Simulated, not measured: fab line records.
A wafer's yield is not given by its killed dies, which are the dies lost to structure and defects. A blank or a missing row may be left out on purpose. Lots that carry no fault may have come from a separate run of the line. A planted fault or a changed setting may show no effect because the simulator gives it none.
Which tool did it?	flow rit cmos	14 lots with 42 wafers sampled at 2 steps, on a route of 202 steps

## WHAT THE GAUGES SHOWED, per wafer
The record lacks any reading of a measuring or inspecting step that a usual standard deviation could be used to judge.

## WHICH TOOL RAN EACH LOT (tool, then ch and the chambers of the sampled wafers, then the start)
lot	RIT_PLDD_SOFTBAKE_02	RIT_M1_PROBE_99
L156	litho track-04 ch 0, day 3 06:14	prober-02, day 3 21:13
L157	litho track-02 ch 0, day 3 08:44	prober-01, day 3 23:31
L158	litho track-03 ch 0, day 3 12:10	prober-02, day 4 03:32
L159	litho track-02 ch 0, day 3 19:50	prober-01, day 4 10:46
L160	litho track-04 ch 0, day 4 04:58	prober-02, day 4 19:45
L162	litho track-04 ch 0, day 4 10:03	prober-02, day 5 00:55
L163	litho track-04 ch 0, day 4 17:52	prober-01, day 5 08:16
L164	litho track-02 ch 0, day 4 22:07	prober-02, day 5 12:29
L166	litho track-03 ch 0, day 5 08:59	prober-02, day 5 23:31
L167	litho track-03 ch 0, day 5 18:13	prober-01, day 6 08:29
L168	litho track-03 ch 0, day 6 01:23	prober-02, day 6 15:54
L170	litho track-03 ch 0, day 6 19:13	prober-01, day 7 09:56
L172	litho track-03 ch 0, day 7 06:11	prober-01, day 7 23:10
L174	litho track-02 ch 0, day 7 20:49	prober-01, day 8 13:56
- RIT_PLDD_SOFTBAKE_02: time 60 s.
- RIT_M1_PROBE_99

## WHAT THE TOOLS THEMSELVES READ (means of the sampled wafers that have a number; where no wafer has one, the mark that the record gives instead)
RIT_PLDD_SOFTBAKE_02. Usual: heater power total W 34.56 W, standard deviation 0.049; plate temp C 89.98 C, standard deviation 0.12.
lot	tool	heater power total W (W)	plate temp C (C)	flag
L156	litho track-04	34.54	89.99	
L157	litho track-02	34.56	89.96	
L158	litho track-03	34.52	89.99	
L159	litho track-02	34.56	89.99	
L160	litho track-04	34.57	89.96	
L162	litho track-04	34.55	89.86	
L163	litho track-04	34.55	90.06	
L164	litho track-02	34.55	90.11	
L166	litho track-03	34.55	89.95	
L167	litho track-03	34.54	90.00	
L168	litho track-03	34.53	89.85	
L170	litho track-03	30.76	83.01	OFF
L172	litho track-03	30.79	83.05	OFF
L174	litho track-02	34.62	90.03	

RIT_M1_PROBE_99. Usual: killed_at_M0_to_M3 0.0 (standard deviation 0.14); killed at contacts 0.1 (standard deviation 0.3); killed at front end 7 (standard deviation 3.1); killed dies 7 (standard deviation 3.1); killed on rim 1.9 (standard deviation 1.5); killed open 3.8 (standard deviation 2.3); killed short 3.2 (standard deviation 1.9).
lot	tool	killed_at_M0_to_M3	killed at contacts	killed at front end	killed dies	killed on rim	killed open	killed short	flag
L156	prober-02	0.0	0.0	7	7	3.0	4.3	2.7	
L157	prober-01	0.0	0.0	7	7	2.7	3.0	4.0	
L158	prober-02	0.0	0.0	7	7	1.0	4.3	2.3	
L159	prober-01	0.0	0.0	8	8	2.3	5.3	3.0	
L160	prober-02	0.3	0.0	6	7	1.3	2.7	4.0	
L162	prober-02	0.0	0.0	11	11	2.7	6.0	5.0	
L163	prober-01	0.0	0.3	6	7	1.0	4.0	2.7	
L164	prober-02	0.0	0.3	5	5	0.3	3.0	2.0	
L166	prober-02	0.0	0.0	9	9	2.3	5.7	3.3	
L167	prober-01	0.0	0.0	6	6	3.0	2.7	3.0	
L168	prober-02	0.0	0.0	11	11	5.3	8.3	2.7	
L170	prober-01	0.0	0.0	6	6	1.3	2.3	3.7	
L172	prober-01	0.0	0.7	7	8	1.3	4.0	3.7	
L174	prober-01	0.0	0.0	9	9	2.0	5.7	3.3	

## THE ANSWER, worked out from the rows above alone
Rule: a lot is off if the mean of its wafers that have a number lies more than 3 standard deviations from the usual mean. A lot without any number at a reading at which 4 lots or more have one is off too. Any other lot the step has rows for is counted as sound. Order of review: gauges by route order, followed by the tools' own readings, for which a lot's mean as printed above is used. At the first step where some lot is off, the reading lying furthest off is the one used; lots without a number count as furthest.
Off: L170, L172 (RIT_PLDD_SOFTBAKE_02, heater power total W).
If a tool, at that step or one of the process steps before it, ran each lot that is off and ran no sound lot following the first of them, it fits. One candidate fits, namely litho track-03 at RIT_PLDD_SOFTBAKE_02. A fault onset in the window from L168 (day 6 01:23, its last sound lot) to L170 (day 6 19:13, its first lot off) fits.
The tool's own readings at RIT_PLDD_SOFTBAKE_02 bear it out: on the lots that are off they differ by more than 5 times the standard deviation of the sound lots' means. heater power total W reads 30.77 W there against 34.55 W on the sound lots; plate temp C reads 83.03 C there against 89.98 C on the sound lots.

## WHAT THE SIMULATOR PUT IN
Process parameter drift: litho track-03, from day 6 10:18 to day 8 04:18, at RIT_PLDD_SOFTBAKE_02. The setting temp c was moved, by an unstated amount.
Struck lots among those shown: L170, L172. This agrees with what the rule above found.
